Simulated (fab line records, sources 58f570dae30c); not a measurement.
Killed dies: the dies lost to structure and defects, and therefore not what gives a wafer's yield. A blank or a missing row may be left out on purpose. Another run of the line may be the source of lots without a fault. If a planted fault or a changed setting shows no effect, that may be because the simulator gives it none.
The same fault as seen by 2 desks    flow berkeley-cmos170    each desk holds nothing but its own numbers, with what lay behind them at the end

== DESK OF THE TOOL OWNER: litho-track-02 ==
The tool's own readings at UCB170_M1_COAT_04 (resist thk 900 nm): means of the sampled wafers that have a number, for each lot that ran on this tool. If a lot's mean is further than 4 standard deviations from the usual mean, the lot is out of limits and carries the mark OUT (the distance appears in the brackets).
Columns: A = dispense-pressure-kPa at UCB170_M1_COAT_04, usual 56.1 kPa; B = spin-speed-rpm at UCB170_M1_COAT_04, usual 1499.9 rpm
lot   first seen here  A     B
L402  day 8 03:00      53.7  1499.6
L403  day 8 18:00      53.7  1499.0
L405  day 9 02:00      53.7  1502.0
L417  day 11 02:00     53.7  1439.0 (-61) OUT
L421  day 12 06:00     53.7  1438.9 (-61) OUT
Finding of this desk: L417, L421 out of limits; the first was L417 at day 11 02:00, on spin-speed-rpm at UCB170_M1_COAT_04. L402, L403, L405 stayed within limits.

== AT THE METROLOGY DESK ==
What the gauges read for every lot (on any tool): the sampled wafers with a number, averaged. If a lot's mean is further than 4 standard deviations from the usual mean, the lot is out of limits and carries the mark OUT (the distance appears in the brackets).
Columns: A = NWELL_NITRIDE_THK at UCB170_NWELL_THK_MEAS_05, usual 224.1 nm
lot   first seen here  A
L402  day 2 09:29      222.5
L403  day 2 17:51      226.6
L404  day 2 17:51      225.9
L405  day 3 03:58      225.7
L407  day 3 18:44      228.5
L406  day 3 18:45      224.8
L409  day 4 07:40      221.5
L408  day 4 07:41      223.9
L417  day 5 11:09      223.3
L421  day 6 05:54      223.5
L423  day 7 00:31      220.6
L425  day 7 07:21      229.9
Result from this desk: across the 12 lots, nothing is out of limits.

== BROUGHT TOGETHER ==
At day 11 02:00, on L417, L421, the tool owner's desk was in a position to raise an alarm.
Nothing out of limits was seen by the metrology desk.
The metrology desk holds a record of L417, L421, inside its limits.
UCB170_M1_COAT_04 was run on litho-track-02 by each of the lots named.

== WHAT THE SIMULATOR PUT IN ==
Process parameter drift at UCB170_M1_COAT_04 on litho-track-02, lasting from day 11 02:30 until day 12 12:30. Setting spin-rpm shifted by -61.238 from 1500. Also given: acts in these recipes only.
Lots struck among those shown: L417, L421.
